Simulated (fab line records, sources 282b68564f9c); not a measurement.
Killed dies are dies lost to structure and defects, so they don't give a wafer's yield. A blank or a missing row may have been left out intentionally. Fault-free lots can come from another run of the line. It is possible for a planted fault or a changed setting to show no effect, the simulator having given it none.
A lot that was struck, set against a sound lot | flow rit-cmos | 34 out of 202 route steps
Sound: the wafers L563.1, L563.3, L563.5. Wafers struck: L569.2, L569.3, L569.6. The cause is given at the end.
Order at every step that has rows: each side's tool, ch and its chambers, its first start. Under that, the readings that differ: sound wafers | struck wafers | difference of the means | sigmas: that difference in standard deviations of wafers without a fault.
alike: readings whose means differ by less than 2 such deviations, and words and numbers that are the same on both sides. not compared: withheld readings, readings that some wafer has no value for, bounds like >300 that may hide the same value, and numbers for which the record gives no deviation and whose values overlap.
The two part at a step that has a row with sigmas, a row that says differs or no value, or rows on one side only. Numbers that have no deviation but don't overlap get no sigmas and don't part them. Lack of a reading on every wafer of one side parts them only where that side has two or more wafers.

first, 2 steps without rows for these wafers: RIT_SPACER_CLEAN_02 (cleans in SC2, time 600 s); RIT_SPACER_CVD_03 (deposits Si3N4 from SiH2Cl2/NH3, target thk 250 nm, time 3300 s).
RIT_SPACER_THK_MEAS_04:
  sound: film-metro-04 at day 3 05:46; struck: film-metro-04 at day 4 11:29
  reading                 | sound             | struck            | difference | sigmas
  SPACER_NITRIDE_THK (nm) | 251.9 252.3 248.0 | 243.9 242.5 244.4 | -7.1       | -3
RIT_SPACER_ETCHBACK_05: etches Si3N4 in SF6/CHF3, stops on SiO2, target depth 250 nm, time 240 s.
  sound on rie-diel-02 ch 1,2,3, day 3 05:49; struck on rie-diel-03 ch 0,2, day 4 11:32
  alike: drypump-motor-current-A, oes-product-au, throttle-valve-pct
  not compared: rf-hours-counter-h
then, 6 steps without rows for these wafers: RIT_NSD_HMDS_00 (prime time 60 s); RIT_NSD_COAT_01 (resist thk 1000 nm); RIT_NSD_SOFTBAKE_02 (time 60 s); RIT_NSD_EXPOSE_03 (exposes mask M9, target cd 40700 nm); RIT_NSD_PEB_04; RIT_NSD_DEVELOP_05 (develop time 50 s).
RIT_NSD_OVL_MEAS_06:
  sound: overlay-01 at day 3 06:56; struck: overlay-01 at day 4 12:40
  alike: NSD_OVL
then, 1 step without rows for these wafers: RIT_NSD_HARDBAKE_07 (time 60 s).
RIT_NSD_IMPLANT_08:
  sound on implanter-04 ch 0, day 3 07:07; struck on implanter-02 ch 0, day 4 12:53
  reading                          | sound                          | struck                           | difference  | sigmas
  dose-ions-cm2                    | 9.994e+14 1.0001e+15 9.993e+14 | 1.8754e+15 1.8749e+15 1.8741e+15 | +8.7520e+14 | +99 or more
  end-station-pressure-torr (Torr) | 7.2e-06 7.4e-06 7.7e-06        | 1.01e-05 1.01e-05 1.01e-05       | +2.67e-06   | +7
  faraday-current-uA               | 3078 3228 3111                 | 5837 5823 6007                   | +2750       | +50
  alike: beam-on-s
RIT_NSD_STRIP_09: strips in O2, time 180 s.
  sound on plasma-asher-04 ch 0,1, day 3 07:16; struck on plasma-asher-01 ch 0,1, day 4 13:00
  reading                     | sound       | struck      | difference | sigmas
  drypump-motor-current-A (A) | 6.7 6.3 6.3 | 5.6 5.6 5.6 | -0.8       | -2
  not compared: rf-hours-counter-h
RIT_NSD_TW_MEAS_10:
  sound: film-metro-02 at day 3 07:26; struck: film-metro-02 at day 4 13:11
  reading | sound          | struck         | difference | sigmas
  NSD_TW  | 3073 3080 3078 | 3429 3445 3431 | +358       | +13
then, 6 steps without rows for these wafers: RIT_PSD_HMDS_00 (prime time 60 s); RIT_PSD_COAT_01 (resist thk 1000 nm); RIT_PSD_SOFTBAKE_02 (time 60 s); RIT_PSD_EXPOSE_03 (exposes mask M10, target cd 40900 nm); RIT_PSD_PEB_04; RIT_PSD_DEVELOP_05 (develop time 50 s).
RIT_PSD_OVL_MEAS_06:
  sound: overlay-02 at day 3 08:21; struck: overlay-02 at day 4 14:05
  alike: PSD_OVL
then, 2 steps without rows for these wafers: RIT_PSD_HARDBAKE_07 (time 60 s); RIT_PSD_IMPLANT_08.
RIT_PSD_STRIP_09: strips in O2, time 180 s.
  sound on plasma-asher-02 ch 1, day 3 08:41; struck on plasma-asher-01 ch 0,1, day 4 14:25
  alike: drypump-motor-current-A
  not compared: rf-hours-counter-h
RIT_PSD_TW_MEAS_10:
  sound: film-metro-01 at day 3 08:52; struck: film-metro-02 at day 4 14:37
  alike: PSD_TW
then, 3 steps without rows for these wafers: RIT_SDANNEAL_CLEAN_00 (cleans in SC1, time 600 s); RIT_SDANNEAL_CLEAN_01 (cleans in dHF, time 30 s); RIT_SDANNEAL_CLEAN_02 (cleans in SC2, time 600 s).
RIT_SDANNEAL_RTA_03: time 5 s.
  sound on rtp-anneal-02 ch 0, day 3 09:17; struck on rtp-anneal-02 ch 0, day 4 15:02
  alike: wafer_temp_C_max
RIT_SDANNEAL_RS_MEAS_04: measures by four-point-probe.
  sound: film-metro-03 at day 3 09:20; struck: film-metro-02 at day 4 15:06
  alike: PSD_RS
RIT_SDANNEAL_RS_MEAS_05: measures by four-point-probe.
  sound: film-metro-03 at day 3 09:28; struck: film-metro-02 at day 4 15:13
  reading         | sound             | struck            | difference | sigmas
  NSD_RS (ohm/sq) | 84.80 84.57 84.36 | 54.07 54.10 53.97 | -30.53     | -99 or more
RIT_SDANNEAL_RS_MEAS_06: measures by four-point-probe.
  sound: film-metro-03 at day 3 09:35; struck: film-metro-02 at day 4 15:20
  alike: PLDD_RS
RIT_M1_PROBE_99:
  sound: prober-01 at day 3 16:35; struck: prober-01 at day 4 22:41
  reading                              | sound             | struck            | difference | sigmas
  model.etest.nmos_0p3.r-on-ohm-um     | 2209 2170 2188    | 1932 1935 1912    | -263       |
  model.etest.nmos_0p15.r-on-ohm-um    | 1156 1115 1153    | 1004 1036 1006    | -126       |
  model.etest.nmos_0p15.drive-ua-um    | 454.6 470.3 465.9 | 533.7 523.8 535.2 | +67.3      |
  model.etest.nmos-narrow.drive-ua-um  | 212.6 216.2 221.2 | 268.2 266.3 271.9 | +52.1      |
  model.etest.nmos_0p3.drive-ua-um     | 219.1 222 219.7   | 265.1 266.8 270.5 | +47.2      |
  model.etest.contact-nplus.end-ohm-um | 43.11 41.27 41.65 | 19.16 19.34 19.23 | -22.77     |
  model.etest.npoly-line.line-ohm-um   | 168.8 172.6 170.2 | 165.3 166.1 165.3 | -5.0       |
  model.etest.npoly-line.rs-ohm-sq     | 16.78 17.23 16.94 | 16.35 16.51 16.39 | -0.57      |
  alike: killed-at-front-end, killed-dies, killed-open, killed-short

== WHERE THEY PART ==
Earliest at RIT_SPACER_THK_MEAS_04; latest, in this record, at RIT_SDANNEAL_RS_MEAS_05. Later steps at which nothing parts them and some readings are alike: RIT_SDANNEAL_RS_MEAS_06, RIT_M1_PROBE_99.

WHY: whatever the simulator had introduced
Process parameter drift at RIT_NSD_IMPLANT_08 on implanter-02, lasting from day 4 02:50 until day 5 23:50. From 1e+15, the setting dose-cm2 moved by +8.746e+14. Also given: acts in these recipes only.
